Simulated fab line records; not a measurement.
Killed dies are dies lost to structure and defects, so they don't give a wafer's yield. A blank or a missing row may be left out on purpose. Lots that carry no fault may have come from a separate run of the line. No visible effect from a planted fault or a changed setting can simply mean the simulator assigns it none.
Which tool is to blame? / flow ritCmos / Sampling: 14 lots, 42 wafers, 3 of 202 route steps

== WHAT EACH GAUGE READ, for each wafer ==
RIT_ACTIVE_THK_MEAS_02.
lot=L879; measured=day 1 12:53; on=filmMetro-01; ACTIVE_OXIDE_THK (nm)=45.1 46.6 46.4
lot=L881; measured=day 1 22:04; on=filmMetro-02; ACTIVE_OXIDE_THK (nm)=47.0 46.0 46.0
lot=L882; measured=day 2 03:43; on=filmMetro-02; ACTIVE_OXIDE_THK (nm)=46.1 46.4 46.9
lot=L884; measured=day 2 15:55; on=filmMetro-04; ACTIVE_OXIDE_THK (nm)=47.5 47.0 46.3
lot=L885; measured=day 2 18:04; on=filmMetro-02; ACTIVE_OXIDE_THK (nm)=46.4 46.4 46.5
lot=L886; measured=day 3 00:13; on=filmMetro-04; ACTIVE_OXIDE_THK (nm)=47.1 46.7 47.9
lot=L888; measured=day 3 09:03; on=filmMetro-02; ACTIVE_OXIDE_THK (nm)=29.7 29.6 29.8
lot=L889; measured=day 3 14:08; on=filmMetro-01; ACTIVE_OXIDE_THK (nm)=30.1 30.4 29.6
lot=L890; measured=day 3 19:03; on=filmMetro-02; ACTIVE_OXIDE_THK (nm)=46.0 46.6 47.1
lot=L896; measured=day 5 01:03; on=filmMetro-01; ACTIVE_OXIDE_THK (nm)=47.6 47.5 47.1
lot=L897; measured=day 5 06:04; on=filmMetro-04; ACTIVE_OXIDE_THK (nm)=47.1 48.6 48.3
lot=L898; measured=day 5 11:03; on=filmMetro-01; ACTIVE_OXIDE_THK (nm)=48.5 48.2 48.0
lot=L901; measured=day 6 02:04; on=filmMetro-02; ACTIVE_OXIDE_THK (nm)=47.5 47.4 48.0
lot=L902; measured=day 6 07:03; on=filmMetro-04; ACTIVE_OXIDE_THK (nm)=46.8 46.8 47.0

RIT_PRETRO_TW_MEAS_10.
lot=L879; measured=day 2 09:43; on=filmMetro-02; PRETRO_TW=473.0 474.9 473.2
lot=L881; measured=day 3 02:23; on=filmMetro-03; PRETRO_TW=470.6 472.9 475.5
lot=L882; measured=day 3 02:59; on=filmMetro-02; PRETRO_TW=475.9 473.4 477.0
lot=L884; measured=day 3 14:12; on=filmMetro-02; PRETRO_TW=473.7 473.7 474.4
lot=L885; measured=day 3 14:35; on=filmMetro-03; PRETRO_TW=471.0 472.8 471.3
lot=L886; measured=day 3 19:43; on=filmMetro-03; PRETRO_TW=472.4 472.3 473.4
lot=L888; measured=day 4 04:09; on=filmMetro-03; PRETRO_TW=474.9 474.7 473.4
lot=L889; measured=day 4 10:04; on=filmMetro-03; PRETRO_TW=476.3 475.4 476.0
lot=L890; measured=day 4 20:39; on=filmMetro-03; PRETRO_TW=474.1 476.3 471.1
lot=L896; measured=day 5 21:31; on=filmMetro-03; PRETRO_TW=474.7 474.9 472.7
lot=L897; measured=day 6 02:20; on=filmMetro-04; PRETRO_TW=481.7 477.9 478.8
lot=L898; measured=day 6 07:39; on=filmMetro-02; PRETRO_TW=468.8 472.8 472.9
lot=L901; measured=day 7 02:55; on=filmMetro-04; PRETRO_TW=481.1 480.7 477.3
lot=L902; measured=day 7 04:19; on=filmMetro-02; PRETRO_TW=474.2 476.5 476.9

== WHAT TOOL EACH LOT RAN ON (gives the tool, then ch and the chambers of the sampled wafers, and finally the start) ==
lot=L879; RIT_ACTIVE_OXIDATION_01=furnace-03 ch 0, day 1 10:55
lot=L881; RIT_ACTIVE_OXIDATION_01=furnace-03 ch 0, day 1 20:07
lot=L882; RIT_ACTIVE_OXIDATION_01=furnace-03 ch 0, day 2 01:46
lot=L884; RIT_ACTIVE_OXIDATION_01=furnace-02 ch 0, day 2 13:59
lot=L885; RIT_ACTIVE_OXIDATION_01=furnace-02 ch 0, day 2 16:07
lot=L886; RIT_ACTIVE_OXIDATION_01=furnace-03 ch 0, day 2 22:15
lot=L888; RIT_ACTIVE_OXIDATION_01=furnace-02 ch 0, day 3 07:07
lot=L889; RIT_ACTIVE_OXIDATION_01=furnace-02 ch 0, day 3 12:12
lot=L890; RIT_ACTIVE_OXIDATION_01=furnace-03 ch 0, day 3 17:07
lot=L896; RIT_ACTIVE_OXIDATION_01=furnace-03 ch 0, day 4 23:07
lot=L897; RIT_ACTIVE_OXIDATION_01=furnace-03 ch 0, day 5 04:07
lot=L898; RIT_ACTIVE_OXIDATION_01=furnace-03 ch 0, day 5 09:07
lot=L901; RIT_ACTIVE_OXIDATION_01=furnace-02 ch 0, day 6 00:07
lot=L902; RIT_ACTIVE_OXIDATION_01=furnace-01 ch 0, day 6 05:07
- RIT_ACTIVE_OXIDATION_01: target thk 46.8 nm, ox time 3360 s.

== AS READ BY THE TOOLS THEMSELVES (means over the sampled wafers that have a number; for cases with no such wafer, the mark the record gives instead) ==
RIT_ACTIVE_OXIDATION_01.
lot=L879 tool=furnace-03 oxTempCMax=1005.9
lot=L881 tool=furnace-03 oxTempCMax=1005.4
lot=L882 tool=furnace-03 oxTempCMax=1005.5
lot=L884 tool=furnace-02 oxTempCMax=1003.9
lot=L885 tool=furnace-02 oxTempCMax=1002.6
lot=L886 tool=furnace-03 oxTempCMax=1005.4
lot=L888 tool=furnace-02 oxTempCMax=1004.3
lot=L889 tool=furnace-02 oxTempCMax=1004.1
lot=L890 tool=furnace-03 oxTempCMax=1005.7
lot=L896 tool=furnace-03 oxTempCMax=1005.1
lot=L897 tool=furnace-03 oxTempCMax=1005.7
lot=L898 tool=furnace-03 oxTempCMax=1005.4
lot=L901 tool=furnace-02 oxTempCMax=1004.1
lot=L902 tool=furnace-01 oxTempCMax=1007.5

== THE ANSWER, worked out from the rows above alone ==
Rule: usual is defined by the lots themselves. The widest of any qualifying gaps counts: lots, ordered by their means at a reading, are off when they make up no more than a third of the lots, leave a main group of 4 or more, and stand apart from it by 3 or more times the standard deviation of that group's means. Not used: any main group whose means are identical at the precision the tables above print for the reading. Also off: a lot with no number at a reading for which 4 or more lots have one. All remaining lots with rows at the step are treated as sound. First the gauges in route order, then the tools' own readings, where a lot's mean is used as printed above. At the first step where some lot is off, the reading lying furthest off is the one used; lots without a number count as furthest.
Off: L888, L889, at RIT_ACTIVE_THK_MEAS_02 (ACTIVE_OXIDE_THK). The main group: mean 47.0 nm, standard deviation 0.67.
A tool fits if, at a process step before that reading, it ran every lot that is off, and no sound lot after the first of them. Gauges at RIT_ACTIVE_THK_MEAS_02: tried the same way as those tools. No candidate that was tried fits.

== WHAT THE SIMULATOR PUT IN ==
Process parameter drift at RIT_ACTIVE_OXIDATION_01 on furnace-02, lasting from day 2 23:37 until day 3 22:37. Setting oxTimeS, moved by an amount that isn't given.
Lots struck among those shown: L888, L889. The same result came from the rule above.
